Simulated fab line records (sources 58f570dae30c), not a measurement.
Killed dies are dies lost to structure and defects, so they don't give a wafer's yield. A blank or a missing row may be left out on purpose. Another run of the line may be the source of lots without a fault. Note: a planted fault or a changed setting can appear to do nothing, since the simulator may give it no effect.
The tool behind it: which one? / flow berkeleyCmos170 / route of 331 steps, sampled at 1 step: 7 lots, 21 wafers

## WHAT THE GAUGES SHOWED, per wafer
UCB170_GATE_OVL_MEAS_13.
lot=L487; measured=day 6 15:08; on=overlay-01; GATE_OVL (nm)=1 2 1
lot=L489; measured=day 6 21:08; on=overlay-02; GATE_OVL (nm)=7 7 6
lot=L490; measured=day 7 03:03; on=overlay-02; GATE_OVL (nm)=-2 -3 -3
lot=L496; measured=day 8 03:53; on=overlay-01; GATE_OVL (nm)=-2 -5 -6
lot=L501; measured=day 8 23:16; on=overlay-02; GATE_OVL (nm)=-7 -5 -2
lot=L505; measured=day 9 21:05; on=overlay-01; GATE_OVL (nm)=15 4 10
lot=L508; measured=day 10 11:47; on=overlay-02; GATE_OVL (nm)=9 13 9

## WHAT TOOL EACH LOT RAN ON (gives the tool, then ch and the chambers of the sampled wafers, and finally the start)
Before these readings, the record contains no process step.

## THE ANSWER, worked out from the rows above alone
Rule: what is usual is taken from the lots themselves. Put in order of their means at a reading, lots are off if they are a third of the lots or fewer, leave a main group of 4 or more, and stand apart from it by a gap of 3 or more times the standard deviation of the main group's means; of several such gaps the widest counts. A main group whose means are all the same, to the digits that the tables above print for the reading, isn't used. A lot without any number at a reading at which 4 lots or more have one is off too. All remaining lots with rows at the step are treated as sound.
No lot is off at any reading shown: from this, nothing can be told.

## WHAT THE SIMULATOR PUT IN
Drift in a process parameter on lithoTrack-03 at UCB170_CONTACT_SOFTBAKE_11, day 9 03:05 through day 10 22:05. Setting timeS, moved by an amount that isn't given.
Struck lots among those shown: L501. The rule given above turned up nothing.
